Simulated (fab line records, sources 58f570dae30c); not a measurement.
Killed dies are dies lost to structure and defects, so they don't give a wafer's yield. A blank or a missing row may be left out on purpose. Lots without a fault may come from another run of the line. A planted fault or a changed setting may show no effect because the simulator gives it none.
Split-lot experiment | flow berkeley_cmos170 | 5 lots, 23 wafers read, on a route of 331 steps

THE SPLIT
At UCB170_CONTACT_COAT_04 (resist thk 900 nm), the setting spin_rpm was moved away from the recipe's 1500 rpm on 5 of the 23 wafers read, by -3.1% to +2.6%. The other wafers ran this setting at the recipe's value.

The reading is taken at the split's own step.

THE READING
KrF_of_CONTACT_COAT_04.thk_nm (the simulator's own value, which no gauge read), in nm, at UCB170_CONTACT_COAT_04 (resist thk 900 nm). The file gives no usual value for it. The 18 wafers here that ran the recipe average 898.8 nm, standard deviation 2.2 nm.

wafer  | tool, chamber at the split | spin_rpm as run, rpm | against the recipe | KrF_of_CONTACT_COAT_04.thk_nm, nm | against lot-mates on the recipe
L078.3 | litho_track-02, 0          | 1500                 | recipe             | 899                               | -
L078.4 | litho_track-02, 0          | 1500                 | recipe             | 899                               | -
L078.5 | litho_track-02, 0          | 1500                 | recipe             | 903.4                             | -
L074.1 | litho_track-04, 0          | 1500                 | recipe             | 899.7                             | -
L074.2 | litho_track-04, 0          | 1500                 | recipe             | 900                               | -
L074.3 | litho_track-04, 0          | 1500                 | recipe             | 898.6                             | -
L074.5 | litho_track-04, 0          | 1500                 | recipe             | 898.6                             | -
L074.6 | litho_track-04, 0          | 1500                 | recipe             | 899.3                             | -
L084.1 | litho_track-04, 0          | 1500                 | recipe             | 895.9                             | -
L084.3 | litho_track-04, 0          | 1500                 | recipe             | 895.9                             | -
L084.6 | litho_track-04, 0          | 1500                 | recipe             | 895.9                             | -
L084.4 | litho_track-04, 0          | 1500                 | recipe             | 897.5                             | -
L084.5 | litho_track-04, 0          | 1500                 | recipe             | 898.1                             | -
L081.1 | litho_track-02, 0          | 1500                 | recipe             | 896.1                             | -
L081.2 | litho_track-02, 0          | 1500                 | recipe             | 898.7                             | -
L081.3 | litho_track-02, 0          | 1453                 | -3.1%              | 911.5                             | +14.0
L081.4 | litho_track-02, 0          | 1453                 | -3.1%              | 913.2                             | +15.7
L081.6 | litho_track-02, 0          | 1500                 | recipe             | 897.7                             | -
L085.1 | litho_track-01, 0          | 1500                 | recipe             | 901.6                             | -
L085.2 | litho_track-01, 0          | 1539                 | +2.6%              | 890.8                             | -11.8
L085.3 | litho_track-01, 0          | 1500                 | recipe             | 903.5                             | -
L085.5 | litho_track-01, 0          | 1539                 | +2.6%              | 888.5                             | -14.0
L085.6 | litho_track-01, 0          | 1539                 | +2.6%              | 892.8                             | -9.8

THE FIT
A straight line over all 23 wafers: KrF_of_CONTACT_COAT_04.thk_nm changes by -3.72 nm for each +1% of spin_rpm; r = -0.91; the points scatter about the line by 2.3 nm.
The same after taking each lot's own level away (the mean of its wafers on the recipe; 23 wafers): -4.65 nm for each +1%; r = -0.98; scatter 1.3 nm.
On that fit, the largest move of spin_rpm shifts the reading by 15 nm.
The lots' own levels span 896.66 to 902.55 nm, that is 2.6 times the standard deviation above.
So the lot-to-lot level changes the slope: the two fits differ.
Check: with one of the wafers moved furthest among these (-3.1%) left out of the fit, the line predicts +14.9 nm for it against its lot-mates. It came out at +14 nm against them.

OTHER SPLITS ON THESE WAFERS
These wafers also went through other splits before the reading. Each is held against what the fit with the lots' levels taken away leaves over:
other split on the same wafers        | wafers away from the commonest value | r with KrF_of_CONTACT_COAT_04.thk_nm (lot level and that fit taken away)
UCB170_ZERO_COAT_01 spin_rpm          | 7                                    | -0.05
UCB170_ZERO_DEVELOP_05 develop_time_s | 6                                    | +0.00
UCB170_WELLDRIVE_OXIDATION_01 temp_c  | 10                                   | +0.04
UCB170_GATE_EXPOSE_09 dose_mj         | 8                                    | +0.10
UCB170_SPACER_ETCHBACK_03 time_s      | 8                                    | +0.07
UCB170_PSD_COAT_01 spin_rpm           | 5                                    | -0.02
UCB170_PSD_IMPLANT_08 dose_cm2        | 9                                    | -0.12
UCB170_CONTACT_CVD_01 o2_flow_sccm    | 15                                   | +0.05

THE WHOLE CHAIN: every reading that the file lists as answering this split, in the file's order
step                    | what it does      | reading                                                                        | change (the file's fit)              | r (the file's)
UCB170_CONTACT_COAT_04  | resist thk 900 nm | KrF_of_CONTACT_COAT_04.thk_nm (the simulator's own value, which no gauge read) | -4.66 nm for each +1% of the setting | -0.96
UCB170_CONTACT_STRIP_06 | strips in O2      | strip_time_to_endpoint_s                                                       | withheld for each +1% of the setting | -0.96

THE FILE'S OWN FIT
KrF_of_CONTACT_COAT_04.thk_nm changes by -4.66 nm for each +1% of spin_rpm, r = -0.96.
